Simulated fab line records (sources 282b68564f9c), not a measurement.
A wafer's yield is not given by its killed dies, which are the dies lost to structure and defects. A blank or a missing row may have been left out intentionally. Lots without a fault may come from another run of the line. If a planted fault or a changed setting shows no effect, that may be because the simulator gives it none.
Which of the tools did it? :: flow rit_cmos :: Sampling: 7 lots, 21 wafers, 2 of 202 route steps

## WHAT EACH GAUGE READ, for each wafer
RIT_PRETRO_TW_MEAS_10.
lot: L374
measured: day 2 14:35
on: film_metro-01
PRETRO_TW: 476.2 475.1 474.5

lot: L378
measured: day 3 17:05
on: film_metro-04
PRETRO_TW: 474.0 474.1 470.0

lot: L380
measured: day 4 01:14
on: film_metro-01
PRETRO_TW: 477.9 480.1 475.9

lot: L382
measured: day 4 09:28
on: film_metro-03
PRETRO_TW: 483.6 479.4 482.6

lot: L384
measured: day 4 17:08
on: film_metro-04
PRETRO_TW: 473.3 474.9 474.9

lot: L390
measured: day 5 21:41
on: film_metro-01
PRETRO_TW: 474.3 477.0

lot: L396
measured: day 7 06:01
on: film_metro-04
PRETRO_TW: 479.0 474.2 477.3

## WHICH TOOL RAN EACH LOT (tool, then ch and the chambers of the sampled wafers, then the start)
lot: L374
RIT_ACTIVE_ETCH_13: rie_diel-04 ch 0,1,3, day 1 19:48

lot: L378
RIT_ACTIVE_ETCH_13: rie_diel-02 ch 0,1,3, day 2 18:16

lot: L380
RIT_ACTIVE_ETCH_13: rie_diel-01 ch 0,2,3, day 3 05:09

lot: L382
RIT_ACTIVE_ETCH_13: rie_diel-01 ch 0,1,3, day 3 12:16

lot: L384
RIT_ACTIVE_ETCH_13: rie_diel-04 ch 1,2,3, day 3 21:43

lot: L390
RIT_ACTIVE_ETCH_13: rie_diel-01 ch 1,2,3, day 5 03:44

lot: L396
RIT_ACTIVE_ETCH_13: rie_diel-04 ch 1,2,3, day 6 11:51
- RIT_ACTIVE_ETCH_13: etches Si3N4 in SF6, stops on SiO2, time 210 s, target depth 210 nm.

## THE ANSWER, worked out from the rows above alone
Rule: what is usual is taken from the lots themselves. The widest of any qualifying gaps counts: lots, ordered by their means at a reading, are off when they make up no more than a third of the lots, leave a main group of 4 or more, and stand apart from it by 3 or more times the standard deviation of that group's means. Not used: any main group whose means are identical at the precision the tables above print for the reading. Also off: a lot with no number at a reading for which 4 or more lots have one. Where the step has rows for the other lots, those lots are counted as sound.
Nothing can be told from this: no lot is off at any reading shown.

## WHAT THE SIMULATOR PUT IN
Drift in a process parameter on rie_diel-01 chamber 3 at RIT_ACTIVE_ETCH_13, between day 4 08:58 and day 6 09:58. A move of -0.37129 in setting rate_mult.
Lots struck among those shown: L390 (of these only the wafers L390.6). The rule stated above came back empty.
